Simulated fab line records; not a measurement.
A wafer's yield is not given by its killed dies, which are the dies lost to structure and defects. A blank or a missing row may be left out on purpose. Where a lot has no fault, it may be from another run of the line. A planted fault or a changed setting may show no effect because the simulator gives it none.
Tool commonality check    flow ritCmos    13 lots and 39 wafers in the sample

== REASON IT WAS OPENED ==
RIT_ACTIVE_THK_MEAS_04, reading ACTIVE_NITRIDE_THK: flagged on 1 of 13 lots. Fault-free wafers read 149.9 nm, with a standard deviation of 1.5.
Rule: a lot gets a flag if all its wafers with a number sit over 4 standard deviations from that mean, or if no wafer of it has a number. The rest of the lots are taken to be sound.

lot   measured     on            ACTIVE_NITRIDE_THK (nm), wafer by wafer  flag
L170  day 1 14:16  filmMetro-02  150.1 151.6 151.4                        
L171  day 1 20:37  filmMetro-03  152.3 152.8 153.2                        
L172  day 1 23:41  filmMetro-02  149.9 149.8 150.1                        
L174  day 2 09:35  filmMetro-02  148.5 147.6 147.1                        
L175  day 2 14:32  filmMetro-02  147.3 148.0 148.8                        
L177  day 3 00:37  filmMetro-03  149.5 148.9 148.6                        
L180  day 3 17:01  filmMetro-02  121.4 121.5 120.7                        FLAGGED
L184  day 4 12:55  filmMetro-03  150.6 150.7 150.2                        
L185  day 4 16:32  filmMetro-03  149.9 149.5 150.0                        
L186  day 4 22:06  filmMetro-01  147.9 148.6 147.4                        
L187  day 5 03:27  filmMetro-03  151.0 150.8 150.6                        
L189  day 5 12:32  filmMetro-01  147.3 149.2 148.5                        
L191  day 5 23:16  filmMetro-03  149.1 150.2 149.2                        
The mean of the flagged lots' numbers is 121.2 nm, -28.7 nm from the usual (-19 standard deviations).

== WHICH TOOL RAN EACH LOT ==
The record keeps 1 process step preceding the reading, out of 202 steps on the route. Every cell lists first the tool, next ch and the chambers used by the sampled wafers, and last the start.
lot   flag     RIT_ACTIVE_CVD_03
L170           lpcvd-02 ch 0, day 1 12:07
L171           lpcvd-01 ch 1, day 1 19:11
L172           lpcvd-01 ch 1, day 1 22:16
L174           lpcvd-01 ch 1, day 2 08:10
L175           lpcvd-01 ch 0, day 2 13:07
L177           lpcvd-01 ch 1, day 2 23:11
L180  FLAGGED  lpcvd-02 ch 0, day 3 15:35
L184           lpcvd-01 ch 0, day 4 11:29
L185           lpcvd-01 ch 0, day 4 15:07
L186           lpcvd-01 ch 0, day 4 20:40
L187           lpcvd-01 ch 0, day 5 01:19
L189           lpcvd-01 ch 1, day 5 11:07
L191           lpcvd-01 ch 0, day 5 21:52
What the steps here do:
- RIT_ACTIVE_CVD_03: deposits Si3N4 from SiH2Cl2/NH3, target thk 150 nm, time 1500 s.
- RIT_ACTIVE_THK_MEAS_04

== FLAGGED AGAINST TOTAL, ONE TOOL AT A TIME (gauges that did the reading follow at the end) ==
step                    tool          lots run  flagged  share of the flagged lots  sound lots run after its first flagged lot
RIT_ACTIVE_CVD_03       lpcvd-01      11        0        none                       -
RIT_ACTIVE_CVD_03       lpcvd-02      2         1        all                        0
RIT_ACTIVE_THK_MEAS_04  filmMetro-01  2         0        none                       -
RIT_ACTIVE_THK_MEAS_04  filmMetro-02  5         1        all                        0
RIT_ACTIVE_THK_MEAS_04  filmMetro-03  6         0        none                       -

== WHAT THE TABLE ALLOWS ==
lpcvd-02 at RIT_ACTIVE_CVD_03 and filmMetro-02 at RIT_ACTIVE_THK_MEAS_04 are the 2 rows of the table that ran each flagged lot.
- lpcvd-02 at RIT_ACTIVE_CVD_03: 1 of its 2 lots flagged. Last sound lot L170 at day 1 12:07, first flagged lot L180 at day 3 15:35; a fault beginning in between fits. Its own readings (pressureMtorr) fall more than 4 standard deviations out on all wafers of the flagged lots.
- filmMetro-02 at RIT_ACTIVE_THK_MEAS_04: 1 of its 5 lots flagged. Last sound lot L175 at day 2 14:32, first flagged lot L180 at day 3 17:01; a fault beginning in between fits.
Because each of these 2 tools fits a fault that began at some hour, counting lots does not separate them. More lots, or a look at what each step does to the wafer, might.

== WHAT THE SIMULATOR PUT IN ==
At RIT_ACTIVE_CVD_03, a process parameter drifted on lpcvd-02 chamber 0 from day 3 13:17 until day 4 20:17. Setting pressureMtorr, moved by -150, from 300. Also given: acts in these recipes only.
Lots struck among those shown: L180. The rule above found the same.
